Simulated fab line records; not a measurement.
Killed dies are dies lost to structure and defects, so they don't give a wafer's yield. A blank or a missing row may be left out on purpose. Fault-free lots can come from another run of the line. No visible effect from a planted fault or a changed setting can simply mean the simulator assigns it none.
Which tool is to blame? || flow berkeley cmos170 || 15 lots with 45 wafers sampled at 2 steps, on a route of 331 steps

WHAT THE GAUGES SHOWED, per wafer
UCB170_SPACER_THK_MEAS_01.
{"lot": "L501", "measured": "day 6 12:35", "on": "film metro-02", "SPACER_TEOS_THK (nm)": "365 373 373"}
{"lot": "L503", "measured": "day 6 20:54", "on": "film metro-04", "SPACER_TEOS_THK (nm)": "373 371 375"}
{"lot": "L504", "measured": "day 7 12:07", "on": "film metro-03", "SPACER_TEOS_THK (nm)": "370 372 378"}
{"lot": "L506", "measured": "day 7 19:59", "on": "film metro-03", "SPACER_TEOS_THK (nm)": "373 379 383"}
{"lot": "L508", "measured": "day 8 11:48", "on": "film metro-02", "SPACER_TEOS_THK (nm)": "369 371 376"}
{"lot": "L507", "measured": "day 8 12:16", "on": "film metro-02", "SPACER_TEOS_THK (nm)": "376 380 376"}
{"lot": "L511", "measured": "day 9 05:05", "on": "film metro-03", "SPACER_TEOS_THK (nm)": "373 382 375"}
{"lot": "L512", "measured": "day 9 04:43", "on": "film metro-04", "SPACER_TEOS_THK (nm)": "373 386 372"}
{"lot": "L510", "measured": "day 9 05:33", "on": "film metro-04", "SPACER_TEOS_THK (nm)": "375 368 375"}
{"lot": "L515", "measured": "day 9 19:39", "on": "film metro-03", "SPACER_TEOS_THK (nm)": "369 373 374"}
{"lot": "L517", "measured": "day 10 02:29", "on": "film metro-04", "SPACER_TEOS_THK (nm)": "370 381 378"}
{"lot": "L518", "measured": "day 10 09:34", "on": "film metro-03", "SPACER_TEOS_THK (nm)": "369 372 371"}
{"lot": "L519", "measured": "day 10 22:59", "on": "film metro-03", "SPACER_TEOS_THK (nm)": "371 376 376"}
{"lot": "L520", "measured": "day 10 23:11", "on": "film metro-04", "SPACER_TEOS_THK (nm)": "375 380 378"}
{"lot": "L522", "measured": "day 11 03:10", "on": "film metro-02", "SPACER_TEOS_THK (nm)": "375 378 381"}

WHICH TOOL RAN EACH LOT (tool, then ch and the chambers of the sampled wafers, then the start)
{"lot": "L501", "UCB170_NVT_STRIP_08": "plasma asher-02 ch 0,1, day 5 16:34"}
{"lot": "L503", "UCB170_NVT_STRIP_08": "plasma asher-04 ch 0,1, day 6 01:33"}
{"lot": "L504", "UCB170_NVT_STRIP_08": "plasma asher-04 ch 0,1, day 6 09:48"}
{"lot": "L506", "UCB170_NVT_STRIP_08": "plasma asher-02 ch 0,1, day 6 22:28"}
{"lot": "L508", "UCB170_NVT_STRIP_08": "plasma asher-03 ch 0,1, day 7 14:19"}
{"lot": "L507", "UCB170_NVT_STRIP_08": "plasma asher-04 ch 1, day 7 14:28"}
{"lot": "L511", "UCB170_NVT_STRIP_08": "plasma asher-02 ch 0,1, day 8 06:23"}
{"lot": "L512", "UCB170_NVT_STRIP_08": "plasma asher-04 ch 0,1, day 8 06:30"}
{"lot": "L510", "UCB170_NVT_STRIP_08": "plasma asher-03 ch 0,1, day 8 06:37"}
{"lot": "L515", "UCB170_NVT_STRIP_08": "plasma asher-03 ch 0,1, day 8 22:45"}
{"lot": "L517", "UCB170_NVT_STRIP_08": "plasma asher-03 ch 0,1, day 9 04:37"}
{"lot": "L518", "UCB170_NVT_STRIP_08": "plasma asher-02 ch 0,1, day 9 10:14"}
{"lot": "L519", "UCB170_NVT_STRIP_08": "plasma asher-04 ch 0,1, day 10 00:10"}
{"lot": "L520", "UCB170_NVT_STRIP_08": "plasma asher-03 ch 0,1, day 10 05:56"}
{"lot": "L522", "UCB170_NVT_STRIP_08": "plasma asher-02 ch 0,1, day 10 10:59"}
- UCB170_NVT_STRIP_08: strips in O2.

AS READ BY THE TOOLS THEMSELVES (means over the sampled wafers that have a number; for cases with no such wafer, the mark the record gives instead)
UCB170_NVT_STRIP_08.
{"lot": "L501", "tool": "plasma asher-02", "drypump motor current A (A)": 5.7, "o2 flow sccm (sccm)": 400.2, "oes product au (a.u.)": 0.734, "strip time to endpoint s (s)": 21.62}
{"lot": "L503", "tool": "plasma asher-04", "drypump motor current A (A)": 6.0, "o2 flow sccm (sccm)": 400.5, "oes product au (a.u.)": 0.734, "strip time to endpoint s (s)": 21.57}
{"lot": "L504", "tool": "plasma asher-04", "drypump motor current A (A)": 6.1, "o2 flow sccm (sccm)": 400.7, "oes product au (a.u.)": 0.735, "strip time to endpoint s (s)": 21.56}
{"lot": "L506", "tool": "plasma asher-02", "drypump motor current A (A)": 5.7, "o2 flow sccm (sccm)": 400.6, "oes product au (a.u.)": 0.732, "strip time to endpoint s (s)": 21.69}
{"lot": "L508", "tool": "plasma asher-03", "drypump motor current A (A)": 5.8, "o2 flow sccm (sccm)": 399.5, "oes product au (a.u.)": 0.729, "strip time to endpoint s (s)": 21.60}
{"lot": "L507", "tool": "plasma asher-04", "drypump motor current A (A)": 6.5, "o2 flow sccm (sccm)": 399.2, "oes product au (a.u.)": 0.737, "strip time to endpoint s (s)": 21.66}
{"lot": "L511", "tool": "plasma asher-02", "drypump motor current A (A)": 5.7, "o2 flow sccm (sccm)": 399.9, "oes product au (a.u.)": 0.731, "strip time to endpoint s (s)": 21.51}
{"lot": "L512", "tool": "plasma asher-04", "drypump motor current A (A)": 6.1, "o2 flow sccm (sccm)": 400.0, "oes product au (a.u.)": 0.737, "strip time to endpoint s (s)": 21.66}
{"lot": "L510", "tool": "plasma asher-03", "drypump motor current A (A)": 5.7, "o2 flow sccm (sccm)": 399.9, "oes product au (a.u.)": 0.734, "strip time to endpoint s (s)": 21.73}
{"lot": "L515", "tool": "plasma asher-03", "drypump motor current A (A)": 5.8, "o2 flow sccm (sccm)": 399.3, "oes product au (a.u.)": 0.731, "strip time to endpoint s (s)": 21.60}
{"lot": "L517", "tool": "plasma asher-03", "drypump motor current A (A)": 6.0, "o2 flow sccm (sccm)": 399.5, "oes product au (a.u.)": 0.734, "strip time to endpoint s (s)": 21.61}
{"lot": "L518", "tool": "plasma asher-02", "drypump motor current A (A)": 5.5, "o2 flow sccm (sccm)": 400.6, "oes product au (a.u.)": 0.734, "strip time to endpoint s (s)": 21.72}
{"lot": "L519", "tool": "plasma asher-04", "drypump motor current A (A)": 5.6, "o2 flow sccm (sccm)": 400.5, "oes product au (a.u.)": 0.733, "strip time to endpoint s (s)": 21.73}
{"lot": "L520", "tool": "plasma asher-03", "drypump motor current A (A)": 5.8, "o2 flow sccm (sccm)": 399.2, "oes product au (a.u.)": 0.734, "strip time to endpoint s (s)": 21.68}
{"lot": "L522", "tool": "plasma asher-02", "drypump motor current A (A)": 5.6, "o2 flow sccm (sccm)": 400.4, "oes product au (a.u.)": 0.736, "strip time to endpoint s (s)": 21.63}

THE ANSWER, worked out from the rows above alone
Rule: the lots themselves supply what counts as usual. The widest of any qualifying gaps counts: lots, ordered by their means at a reading, are off when they make up no more than a third of the lots, leave a main group of 4 or more, and stand apart from it by 3 or more times the standard deviation of that group's means. The tables above print the reading to a certain number of digits; a main group whose means all agree to those digits is not used. Also off: a lot with no number at a reading for which 4 or more lots have one. Any other lot the step has rows for is counted as sound. Order of review: gauges by route order, followed by the tools' own readings, for which a lot's mean as printed above is used. The first step at which some lot is off is used, and at that step the reading that is off furthest; a lot without a number counts as furthest.
No lot is off on any of the readings shown, so nothing can be concluded from this.

WHAT THE SIMULATOR PUT IN
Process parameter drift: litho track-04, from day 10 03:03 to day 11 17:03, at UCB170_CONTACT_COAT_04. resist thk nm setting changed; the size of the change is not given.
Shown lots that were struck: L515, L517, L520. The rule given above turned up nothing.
